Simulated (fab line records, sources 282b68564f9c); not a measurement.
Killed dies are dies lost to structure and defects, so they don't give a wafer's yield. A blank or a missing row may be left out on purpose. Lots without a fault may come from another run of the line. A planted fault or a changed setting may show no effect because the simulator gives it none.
fab line records | flow rit_cmos
record lots=14 wafers=42 last_day=7
route steps=202 shown ACTIVE@13
lots that met no fault: from a run of the same line without faults
start_h: hours from the record's first day to the start of the lot's first wafer shown | wait_h: hours since the lot's step before | " the same as in the row above | L1.1+2: a row that stands for several wafers | - no value, or no start given | * or withheld: withheld | < > ~ a bound
route shown NAME@n: a module of which the file shows steps, and the number in the route of the first | usual: mean/standard deviation of fault-free wafers | same: alike in all rows | chamber/n: place in a boat | sites: the reading at each site | _std_site: their standard deviation | _edge_site: outer sites' mean less inner sites' | radius_mm: how far each site lies from the wafer's centre | mask NAME#n: copy n | behind: the tool/chamber that last shaped the wafer | hold: why the lot was held/for how many hours/how that ended | device: the transistor (n, p or np) that didn't switch | end of line: the same wafers' tests at the end of the route | a step without rows: its recipe alone | killed: dies lost to structure and defects at the first sort, not the wafer's yield | map: a wafer's dies, x killed, . not, _ none there
set.NAME: the setting as run; set.NAME@STEP: as run at that earlier step | model.NAME: the simulator's own value behind a step, which no gauge read
steps of the route over a sample of lots; a table a step, a row a wafer
## steps
# step RIT_ACTIVE_HARDBAKE_12
# recipe resist=NOVOLAK temp_c=140 time_s=60
# usual heater_power_total_W=62.54/0.05 plate_temp_C=140.00/0.15
# columns lot.wafer tool chamber start_h wait_h heater_power_total_W plate_temp_C
L134.1 litho_track-02 0 14.74 0.2 62.46 139.90
L134.2 " 0 " " 62.53 140.08
L134.4 " 0 " " 62.55 139.96
L135.1 litho_track-03 0 19.56 0.1 62.48 140.09
L135.2 " 0 " " 62.56 140.25
L135.6 " 0 " " 62.65 139.91
L137.2 litho_track-03 0 29.71 0.1 62.62 140.26
L137.4 " 0 " " 62.54 140.06
L137.6 " 0 " " 62.50 140.11
L138.1 litho_track-02 0 34.56 0.1 62.51 139.98
L138.2 " 0 " " 62.53 140.10
L138.4 " 0 " " 62.55 140.12
L140.2 litho_track-02 0 45.87 0.1 62.49 140.03
L140.5 " 0 " " 62.50 139.88
L140.6 " 0 " " 62.50 139.95
L141.2 litho_track-03 0 50.76 0.1 62.55 140.28
L141.3 " 0 " " 62.57 139.82
L141.6 " 0 " " 62.51 139.95
L143.1 litho_track-01 0 59.56 0.1 62.49 140.33
L143.3 " 0 " " 62.60 140.20
L143.5 " 0 " " 62.64 140.09
L145.1 litho_track-02 0 70.86 0.1 62.61 140.26
L145.4 " 0 " " 62.55 140.22
L145.5 " 0 " " 62.54 140.00
L146.1 litho_track-02 0 76.09 0.1 62.51 139.96
L146.3 " 0 " " 62.53 140.13
L146.4 " 0 " " 62.50 140.13
L148.1 litho_track-03 0 85.43 0.1 62.56 139.99
L148.2 " 0 " " 62.64 140.14
L148.3 " 0 " " 62.58 140.09
L149.1 litho_track-02 0 90.20 0.1 61.50 137.91
L149.3 " 0 " " 61.41 138.15
L149.4 " 0 " " 61.46 137.95
L150.2 litho_track-02 0 94.58 0.1 61.36 138.14
L150.3 " 0 " " 61.38 138.04
L150.4 " 0 " " 61.48 137.76
L155.2 litho_track-03 0 119.63 0.1 62.57 139.94
L155.3 " 0 " " 62.56 139.99
L155.5 " 0 " " 62.45 139.99
L157.1 litho_track-01 0 129.68 0.1 62.63 140.11
L157.3 " 0 " " 62.54 139.94
L157.5 " 0 " " 62.63 139.97
# step RIT_ACTIVE_CD_MEAS_90
# recipe target_cd_nm=1400
# usual cd_nm=1400.7/1.9
# columns lot.wafer tool chamber start_h wait_h cd_nm
L134.1 cd_sem-02 - 15.20 0.1 1399.1
L134.2 " - " " 1399.8
L134.4 " - " " 1399.5
L135.1 cd_sem-01 - 20.02 0.1 1400.7
L135.2 " - " " 1400.4
L135.6 " - " " 1401.1
L137.2 cd_sem-02 - 30.16 0.1 1398.6
L137.4 " - " " 1400.2
L137.6 " - " " 1401.8
L138.1 cd_sem-01 - 35.09 0.2 1397.7
L138.2 " - " " 1398.1
L138.4 " - " " 1399.2
L140.2 cd_sem-01 - 46.32 0.1 1399.7
L140.5 " - " " 1399.6
L140.6 " - " " 1398.4
L141.2 cd_sem-02 - 51.21 0.1 1397.1
L141.3 " - " " 1396.6
L141.6 " - " " 1396.4
L143.1 cd_sem-01 - 60.02 0.1 1402.5
L143.3 " - " " 1403.0
L143.5 " - " " 1403.3
L145.1 cd_sem-02 - 71.32 0.1 1400.4
L145.4 " - " " 1402.1
L145.5 " - " " 1399.2
L146.1 cd_sem-02 - 76.55 0.1 1399.8
L146.3 " - " " 1401.6
L146.4 " - " " 1402.4
L148.1 cd_sem-01 - 85.89 0.1 1397.2
L148.2 " - " " 1397.6
L148.3 " - " " 1399.4
L149.1 cd_sem-02 - 90.66 0.1 1383.7
L149.3 " - " " 1384.0
L149.4 " - " " 1385.0
L150.2 cd_sem-01 - 95.04 0.1 1384.4
L150.3 " - " " 1385.0
L150.4 " - " " 1384.7
L155.2 cd_sem-02 - 120.08 0.1 1401.2
L155.3 " - " " 1398.5
L155.5 " - " " 1398.7
L157.1 cd_sem-02 - 130.14 0.1 1401.5
L157.3 " - " " 1399.3
L157.5 " - " " 1401.4
## key
first_sign step=RIT_ACTIVE_HARDBAKE_12 reading=heater_power_total_W direction=down sigmas=22 usual=62.54 struck=61.43
effect step=RIT_ACTIVE_HARDBAKE_12 reading=plate_temp_C direction=down sigmas=14 usual=* struck=*
effect step=RIT_ACTIVE_CD_MEAS_90 reading=cd_nm direction=down sigmas=8.6 usual=1400.7 struck=1384.5 through=control_loop
met_at RIT_ACTIVE_HARDBAKE_12
struck_lots L149,L150
tester_left_out L149,L150
loop_trim step=RIT_ACTIVE_EXPOSE_08 setting=dose lots=L149,L150
onset_between 76.09 90.20
fault kind=process_parameter_drift tool=litho_track-02 chamber=- onset_h=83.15 steps=RIT_ACTIVE_HARDBAKE_12 channel=temp_c offset=* shape=step end_h=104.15 acts_in=* stated=*
# tester_left_out: of these lots the tester's yield and bins aren't shown, on N5 and GAA mostly nor the transistor test; their killed dies are dies lost to structure and defects alone, not to doping, threshold or leakage, so they don't give the yield
# loop_trim: a control loop set the setting to another value than it would have without faults
